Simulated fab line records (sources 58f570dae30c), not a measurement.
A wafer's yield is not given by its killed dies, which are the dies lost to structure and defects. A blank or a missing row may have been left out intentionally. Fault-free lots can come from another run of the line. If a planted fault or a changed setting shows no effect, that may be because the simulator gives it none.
2 desks, one fault -- flow berkeley-cmos170 -- each desk has only its own numbers; what lay behind them comes last

== AT THE TOOL OWNER'S DESK: krf-scanner-02 ==
The tool's own readings at UCB170_GATE_EXPOSE_09 (exposes mask POLY, target cd 350 nm): means of the sampled wafers that have a number, for each lot that ran on this tool. If a lot's mean is further than 4 standard deviations from the usual mean, the lot is out of limits and carries the mark OUT (the distance appears in the brackets).
Columns: A = reticle-temp-C at UCB170_GATE_EXPOSE_09, usual 23.01 C
lot,first seen here,A
L387,day 7 12:46,22.93
L389,day 7 13:22,22.93
L391,day 8 13:22,23.06
L397,day 10 15:23,23.20
L400,day 10 15:58,23.07
This desk found nothing out of limits on any of the 5 lots.

== AT THE METROLOGY DESK ==
Lot by lot, what the gauges showed, no matter which tool ran the lot: averages of those sampled wafers that carry a number. If a lot's mean is further than 4 standard deviations from the usual mean, the lot is out of limits and carries the mark OUT (the distance appears in the brackets).
Columns: A = PWELL_NITRIDE_THK at UCB170_PWELL_THK_MEAS_06, usual 220.3 nm; B = cd-nm at UCB170_GATE_CD_MEAS_12, usual 349.6 nm
lot,first seen here,A,B
L387,day 3 11:29,220.8,349.8
L389,day 3 19:46,219.5,350.7
L388,day 3 19:49,217.6,348.6
L390,day 4 10:26,219.6,349.3
L391,day 4 10:26,220.1,347.8
L397,day 6 00:08,218.8,331.7 (-13) OUT
L401,day 6 05:14,225.5,349.5
L400,day 6 05:16,222.4,324.5 (-18) OUT
L403,day 6 15:36,218.8,348.9
L405,day 7 02:14,221.6,348.5
L404,day 7 02:17,221.3,351.9
L406,day 7 13:35,219.9,349.0
L408,day 8 00:23,219.6,349.0
L410,day 8 09:35,219.0,348.3
Finding of this desk: L397, L400 out of limits; the first was L397 at day 10 16:04, on cd-nm at UCB170_GATE_CD_MEAS_12. Within limits: L387, L389, L388, L390, L391, L401, L403, L405, L404, L406, L408, L410.

== ALL TOGETHER ==
At day 10 16:04 the metrology desk could have sounded an alarm, on L397, L400.
Nothing out of limits was seen by the tool owner's desk.
Tool owner's desk: L397, L400 on record, inside its limits.
All the named lots went through UCB170_GATE_EXPOSE_09 on krf-scanner-02.

== WHAT WAS PUT IN BY THE SIMULATOR ==
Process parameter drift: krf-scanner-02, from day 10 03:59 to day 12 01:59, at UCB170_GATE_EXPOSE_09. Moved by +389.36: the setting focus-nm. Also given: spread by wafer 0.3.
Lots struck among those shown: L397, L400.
Delay in hours, fault start to first out-of-limits reading, per desk: metrology desk 12.
